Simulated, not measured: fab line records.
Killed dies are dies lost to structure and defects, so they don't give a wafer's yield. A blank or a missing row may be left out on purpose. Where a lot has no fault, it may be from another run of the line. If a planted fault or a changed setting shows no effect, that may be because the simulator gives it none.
The tool behind it: which one? || flow berkeley_cmos170 || 14 lots, 42 wafers sampled, at 5 steps of a route of 331

## WHAT THE GAUGES SHOWED, per wafer
UCB170_ACTIVE_THK_MEAS_03. Usual: ACTIVE_OXIDE_THK gives 26.6 nm (standard deviation 0.45).
{"lot": "L123", "measured": "day 4 08:37", "on": "film_metro-04", "ACTIVE_OXIDE_THK (nm)": "26.7 26.5 26.3", "flag": ""}
{"lot": "L125", "measured": "day 4 15:36", "on": "film_metro-02", "ACTIVE_OXIDE_THK (nm)": "26.3 26.8 27.0", "flag": ""}
{"lot": "L124", "measured": "day 4 15:37", "on": "film_metro-01", "ACTIVE_OXIDE_THK (nm)": "26.4 26.1 26.3", "flag": ""}
{"lot": "L127", "measured": "day 5 04:29", "on": "film_metro-02", "ACTIVE_OXIDE_THK (nm)": "26.8 26.7 26.4", "flag": ""}
{"lot": "L128", "measured": "day 5 04:29", "on": "film_metro-04", "ACTIVE_OXIDE_THK (nm)": "27.0 26.2 26.0", "flag": ""}
{"lot": "L126", "measured": "day 5 04:30", "on": "film_metro-01", "ACTIVE_OXIDE_THK (nm)": "25.9 25.9 26.3", "flag": ""}
{"lot": "L131", "measured": "day 6 03:14", "on": "film_metro-01", "ACTIVE_OXIDE_THK (nm)": "27.3 27.0 26.7", "flag": ""}
{"lot": "L134", "measured": "day 6 18:37", "on": "film_metro-04", "ACTIVE_OXIDE_THK (nm)": "26.6 26.4 26.7", "flag": ""}
{"lot": "L133", "measured": "day 6 18:37", "on": "film_metro-01", "ACTIVE_OXIDE_THK (nm)": "26.8 26.2 26.7", "flag": ""}
{"lot": "L139", "measured": "day 7 19:04", "on": "film_metro-04", "ACTIVE_OXIDE_THK (nm)": "27.3 27.0 27.1", "flag": ""}
{"lot": "L136", "measured": "day 7 19:07", "on": "film_metro-01", "ACTIVE_OXIDE_THK (nm)": "26.7 26.6 26.6", "flag": ""}
{"lot": "L140", "measured": "day 8 02:35", "on": "film_metro-04", "ACTIVE_OXIDE_THK (nm)": "27.0 27.1 26.7", "flag": ""}
{"lot": "L144", "measured": "day 8 20:03", "on": "film_metro-01", "ACTIVE_OXIDE_THK (nm)": "26.6 26.5 25.9", "flag": ""}
{"lot": "L145", "measured": "day 8 20:04", "on": "film_metro-04", "ACTIVE_OXIDE_THK (nm)": "25.7 25.5 25.8", "flag": ""}

UCB170_M1_OVL_MEAS_10. Usual: M1_OVL gives 2 nm (standard deviation 5.3).
{"lot": "L123", "measured": "day 8 03:55", "on": "overlay-01", "M1_OVL (nm)": "-1 -7 -6", "flag": ""}
{"lot": "L125", "measured": "day 8 12:50", "on": "overlay-01", "M1_OVL (nm)": "2 -1 -5", "flag": ""}
{"lot": "L124", "measured": "day 8 13:43", "on": "overlay-01", "M1_OVL (nm)": "5 7 11", "flag": ""}
{"lot": "L127", "measured": "day 9 04:05", "on": "overlay-02", "M1_OVL (nm)": "0 -7 -2", "flag": ""}
{"lot": "L128", "measured": "day 9 05:16", "on": "overlay-02", "M1_OVL (nm)": "7 2 0", "flag": ""}
{"lot": "L126", "measured": "day 9 06:12", "on": "overlay-01", "M1_OVL (nm)": "-7 -12 -2", "flag": ""}
{"lot": "L131", "measured": "day 10 04:49", "on": "overlay-01", "M1_OVL (nm)": "4 8 10", "flag": ""}
{"lot": "L134", "measured": "day 10 17:36", "on": "overlay-02", "M1_OVL (nm)": "9 8 3", "flag": ""}
{"lot": "L133", "measured": "day 10 15:41", "on": "overlay-01", "M1_OVL (nm)": "7 5 0", "flag": ""}
{"lot": "L139", "measured": "day 11 17:26", "on": "overlay-02", "M1_OVL (nm)": "5 7 3", "flag": ""}
{"lot": "L136", "measured": "day 11 15:50", "on": "overlay-02", "M1_OVL (nm)": "-1 1 -2", "flag": ""}
{"lot": "L140", "measured": "day 11 23:02", "on": "overlay-02", "M1_OVL (nm)": "-9 8 6", "flag": ""}
{"lot": "L144", "measured": "day 12 11:59", "on": "overlay-02", "M1_OVL (nm)": "-4 10 9", "flag": ""}
{"lot": "L145", "measured": "day 12 08:25", "on": "overlay-01", "M1_OVL (nm)": "2 3 2", "flag": ""}

UCB170_M1_CD_MEAS_90: the cd target is 700 nm. Usual: cd_nm at 700.7 nm, with a standard deviation of 2.3.
{"lot": "L123", "measured": "day 8 04:14", "on": "cd_sem-02", "cd_nm (nm)": "697.1 697.9 701.8", "flag": ""}
{"lot": "L125", "measured": "day 8 13:09", "on": "cd_sem-01", "cd_nm (nm)": "698.1 702.7 699.4", "flag": ""}
{"lot": "L124", "measured": "day 8 14:03", "on": "cd_sem-02", "cd_nm (nm)": "700.9 701.6 700.5", "flag": ""}
{"lot": "L127", "measured": "day 9 04:23", "on": "cd_sem-02", "cd_nm (nm)": "703.2 698.5 698.5", "flag": ""}
{"lot": "L128", "measured": "day 9 05:35", "on": "cd_sem-01", "cd_nm (nm)": "701.3 697.5 699.9", "flag": ""}
{"lot": "L126", "measured": "day 9 06:41", "on": "cd_sem-01", "cd_nm (nm)": "705.6 703.7 707.7", "flag": ""}
{"lot": "L131", "measured": "day 10 05:08", "on": "cd_sem-02", "cd_nm (nm)": "698.3 701.7 696.8", "flag": ""}
{"lot": "L134", "measured": "day 10 17:55", "on": "cd_sem-01", "cd_nm (nm)": "702.5 702.2 703.2", "flag": ""}
{"lot": "L133", "measured": "day 10 16:00", "on": "cd_sem-02", "cd_nm (nm)": "696.8 704.9 705.9", "flag": ""}
{"lot": "L139", "measured": "day 11 17:44", "on": "cd_sem-02", "cd_nm (nm)": "715.6 713.6 715.4", "flag": "OFF"}
{"lot": "L136", "measured": "day 11 16:08", "on": "cd_sem-01", "cd_nm (nm)": "713.1 717.9 715.2", "flag": "OFF"}
{"lot": "L140", "measured": "day 11 23:21", "on": "cd_sem-01", "cd_nm (nm)": "700.1 699.5 698.8", "flag": ""}
{"lot": "L144", "measured": "day 12 12:28", "on": "cd_sem-02", "cd_nm (nm)": "703.8 701.9 701.9", "flag": ""}
{"lot": "L145", "measured": "day 12 08:53", "on": "cd_sem-01", "cd_nm (nm)": "702.6 699.2 702.3", "flag": ""}

UCB170_M3_OVL_MEAS_16. Usual: M3_OVL gives 0 nm (standard deviation 5.4).
{"lot": "L123", "measured": "day 8 15:43", "on": "overlay-01", "M3_OVL (nm)": "6 3 1", "flag": ""}
{"lot": "L125", "measured": "day 9 00:05", "on": "overlay-02", "M3_OVL (nm)": "0 0 -4", "flag": ""}
{"lot": "L124", "measured": "day 9 02:02", "on": "overlay-01", "M3_OVL (nm)": "-2 1 0", "flag": ""}
{"lot": "L127", "measured": "day 9 22:18", "on": "overlay-01", "M3_OVL (nm)": "-1 3 -4", "flag": ""}
{"lot": "L128", "measured": "day 9 23:48", "on": "overlay-01", "M3_OVL (nm)": "10 2 3", "flag": ""}
{"lot": "L126", "measured": "day 9 23:13", "on": "overlay-02", "M3_OVL (nm)": "-5 -1 1", "flag": ""}
{"lot": "L131", "measured": "day 10 17:20", "on": "overlay-01", "M3_OVL (nm)": "-5 1 0", "flag": ""}
{"lot": "L134", "measured": "day 11 07:21", "on": "overlay-01", "M3_OVL (nm)": "4 -1 0", "flag": ""}
{"lot": "L133", "measured": "day 11 04:07", "on": "overlay-02", "M3_OVL (nm)": "-6 -6 -13", "flag": ""}
{"lot": "L140", "measured": "day 12 16:29", "on": "overlay-02", "M3_OVL (nm)": "-1 -3 -1", "flag": ""}
{"lot": "L144", "measured": "day 13 03:30", "on": "overlay-01", "M3_OVL (nm)": "1 15 -3", "flag": ""}
{"lot": "L145", "measured": "day 12 21:37", "on": "overlay-02", "M3_OVL (nm)": "-2 -1 1", "flag": ""}

## EACH LOT AND THE TOOL THAT RAN IT (in order: tool; ch and the chambers of the sampled wafers; start)
{"lot": "L123", "UCB170_M1_METAL_ETCH_12": "rie_metal-04 ch 0,1, day 8 03:59"}
{"lot": "L125", "UCB170_M1_METAL_ETCH_12": "rie_metal-04 ch 0,1, day 8 12:55"}
{"lot": "L124", "UCB170_M1_METAL_ETCH_12": "rie_metal-02 ch 0,1, day 8 13:49"}
{"lot": "L127", "UCB170_M1_METAL_ETCH_12": "rie_metal-04 ch 0,1, day 9 04:10"}
{"lot": "L128", "UCB170_M1_METAL_ETCH_12": "rie_metal-02 ch 0,1, day 9 05:20"}
{"lot": "L126", "UCB170_M1_METAL_ETCH_12": "rie_metal-01 ch 0, day 9 06:22"}
{"lot": "L131", "UCB170_M1_METAL_ETCH_12": "rie_metal-01 ch 0,1, day 10 04:53"}
{"lot": "L134", "UCB170_M1_METAL_ETCH_12": "rie_metal-04 ch 0,1, day 10 17:41"}
{"lot": "L133", "UCB170_M1_METAL_ETCH_12": "rie_metal-02 ch 0,1, day 10 15:45"}
{"lot": "L139", "UCB170_M1_METAL_ETCH_12": "rie_metal-02 ch 0,1, day 11 17:31"}
{"lot": "L136", "UCB170_M1_METAL_ETCH_12": "rie_metal-02 ch 0,1, day 11 15:54"}
{"lot": "L140", "UCB170_M1_METAL_ETCH_12": "rie_metal-04 ch 1, day 11 23:06"}
{"lot": "L144", "UCB170_M1_METAL_ETCH_12": "rie_metal-04 ch 0,1, day 12 12:04"}
{"lot": "L145", "UCB170_M1_METAL_ETCH_12": "rie_metal-04 ch 0,1, day 12 08:29"}
- UCB170_M1_METAL_ETCH_12: etches Al in Cl2/BCl3, stops on PSG, target depth 780 nm, time 130 s.

## AS READ BY THE TOOLS THEMSELVES (means over the sampled wafers that have a number; for cases with no such wafer, the mark the record gives instead)
UCB170_M1_METAL_ETCH_12. Usual: chamber_pressure_mTorr 12.411 mTorr, standard deviation 0.011; drypump_motor_current_A 5.8 A, standard deviation 0.46; mfc_cl2_sccm 90.01 sccm, standard deviation 0.26; oes_product_au 0.853 a.u., standard deviation 0.013; throttle_valve_pct 24.0 %, standard deviation 0.31.
{"lot": "L123", "tool": "rie_metal-04", "chamber_pressure_mTorr (mTorr)": 12.407, "drypump_motor_current_A (A)": 5.5, "mfc_cl2_sccm (sccm)": 89.97, "oes_product_au (a.u.)": 0.870, "throttle_valve_pct (%)": 24.1, "flag": ""}
{"lot": "L125", "tool": "rie_metal-04", "chamber_pressure_mTorr (mTorr)": 12.417, "drypump_motor_current_A (A)": 5.5, "mfc_cl2_sccm (sccm)": 89.88, "oes_product_au (a.u.)": 0.865, "throttle_valve_pct (%)": 24.1, "flag": ""}
{"lot": "L124", "tool": "rie_metal-02", "chamber_pressure_mTorr (mTorr)": 12.417, "drypump_motor_current_A (A)": 6.3, "mfc_cl2_sccm (sccm)": 90.09, "oes_product_au (a.u.)": 0.845, "throttle_valve_pct (%)": 23.9, "flag": ""}
{"lot": "L127", "tool": "rie_metal-04", "chamber_pressure_mTorr (mTorr)": 12.409, "drypump_motor_current_A (A)": 5.5, "mfc_cl2_sccm (sccm)": 90.05, "oes_product_au (a.u.)": 0.867, "throttle_valve_pct (%)": 24.1, "flag": ""}
{"lot": "L128", "tool": "rie_metal-02", "chamber_pressure_mTorr (mTorr)": 12.422, "drypump_motor_current_A (A)": 6.0, "mfc_cl2_sccm (sccm)": 90.12, "oes_product_au (a.u.)": 0.835, "throttle_valve_pct (%)": 24.0, "flag": ""}
{"lot": "L126", "tool": "rie_metal-01", "chamber_pressure_mTorr (mTorr)": 12.422, "drypump_motor_current_A (A)": 5.5, "mfc_cl2_sccm (sccm)": 89.98, "oes_product_au (a.u.)": 0.859, "throttle_valve_pct (%)": 23.3, "flag": ""}
{"lot": "L131", "tool": "rie_metal-01", "chamber_pressure_mTorr (mTorr)": 12.409, "drypump_motor_current_A (A)": 5.7, "mfc_cl2_sccm (sccm)": 90.02, "oes_product_au (a.u.)": 0.847, "throttle_valve_pct (%)": 23.6, "flag": ""}
{"lot": "L134", "tool": "rie_metal-04", "chamber_pressure_mTorr (mTorr)": 12.414, "drypump_motor_current_A (A)": 5.4, "mfc_cl2_sccm (sccm)": 89.92, "oes_product_au (a.u.)": 0.860, "throttle_valve_pct (%)": 24.2, "flag": ""}
{"lot": "L133", "tool": "rie_metal-02", "chamber_pressure_mTorr (mTorr)": 12.417, "drypump_motor_current_A (A)": 6.0, "mfc_cl2_sccm (sccm)": 89.59, "oes_product_au (a.u.)": 0.847, "throttle_valve_pct (%)": 24.0, "flag": ""}
{"lot": "L139", "tool": "rie_metal-02", "chamber_pressure_mTorr (mTorr)": 12.411, "drypump_motor_current_A (A)": 6.0, "mfc_cl2_sccm (sccm)": 89.76, "oes_product_au (a.u.)": 0.699, "throttle_valve_pct (%)": 24.0, "flag": "OFF"}
{"lot": "L136", "tool": "rie_metal-02", "chamber_pressure_mTorr (mTorr)": 12.411, "drypump_motor_current_A (A)": 6.3, "mfc_cl2_sccm (sccm)": 89.98, "oes_product_au (a.u.)": 0.692, "throttle_valve_pct (%)": 24.0, "flag": "OFF"}
{"lot": "L140", "tool": "rie_metal-04", "chamber_pressure_mTorr (mTorr)": 12.405, "drypump_motor_current_A (A)": 5.5, "mfc_cl2_sccm (sccm)": 90.40, "oes_product_au (a.u.)": 0.871, "throttle_valve_pct (%)": 23.8, "flag": ""}
{"lot": "L144", "tool": "rie_metal-04", "chamber_pressure_mTorr (mTorr)": 12.411, "drypump_motor_current_A (A)": 5.5, "mfc_cl2_sccm (sccm)": 90.07, "oes_product_au (a.u.)": 0.866, "throttle_valve_pct (%)": 24.1, "flag": ""}
{"lot": "L145", "tool": "rie_metal-04", "chamber_pressure_mTorr (mTorr)": 12.407, "drypump_motor_current_A (A)": 5.4, "mfc_cl2_sccm (sccm)": 89.55, "oes_product_au (a.u.)": 0.855, "throttle_valve_pct (%)": 24.3, "flag": ""}

## THE ANSWER, worked out from the rows above alone
Rule: lot off if the mean of its wafers having a number is beyond 3 standard deviations from the usual mean. A lot without any number at a reading at which 4 lots or more have one is off too. All remaining lots with rows at the step are treated as sound. Order of review: gauges by route order, followed by the tools' own readings, for which a lot's mean as printed above is used. At the first step where some lot is off, the reading lying furthest off is the one used; lots without a number count as furthest.
Off at UCB170_M1_CD_MEAS_90 (cd_nm): L139, L136.
If a tool, at a process step before that reading, ran all the lots that are off and no sound lot after the first of them, it fits. The gauges at UCB170_M1_CD_MEAS_90 aren't tried: what is off there is off at UCB170_M1_METAL_ETCH_12 too, on other tools, and a gauge's error can't cause that. One candidate fits, namely rie_metal-02 at UCB170_M1_METAL_ETCH_12. Its last sound lot is L133 (day 10 15:45), its first lot that is off L136 (day 11 15:54): a fault that began between those two fits.
On the lots that are off, the tool's own readings at UCB170_M1_METAL_ETCH_12 differ by more than 5 times the standard deviation of the sound lots' means, which bears it out; oes_product_au reads 0.696 a.u. there versus 0.857 a.u. on the sound lots.

## WHAT THE SIMULATOR HAD INSERTED
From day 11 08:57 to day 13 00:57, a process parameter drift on rie_metal-02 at UCB170_M1_METAL_ETCH_12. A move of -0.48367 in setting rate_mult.
Lots struck among those shown: L139, L136. The rule above reached the same finding.
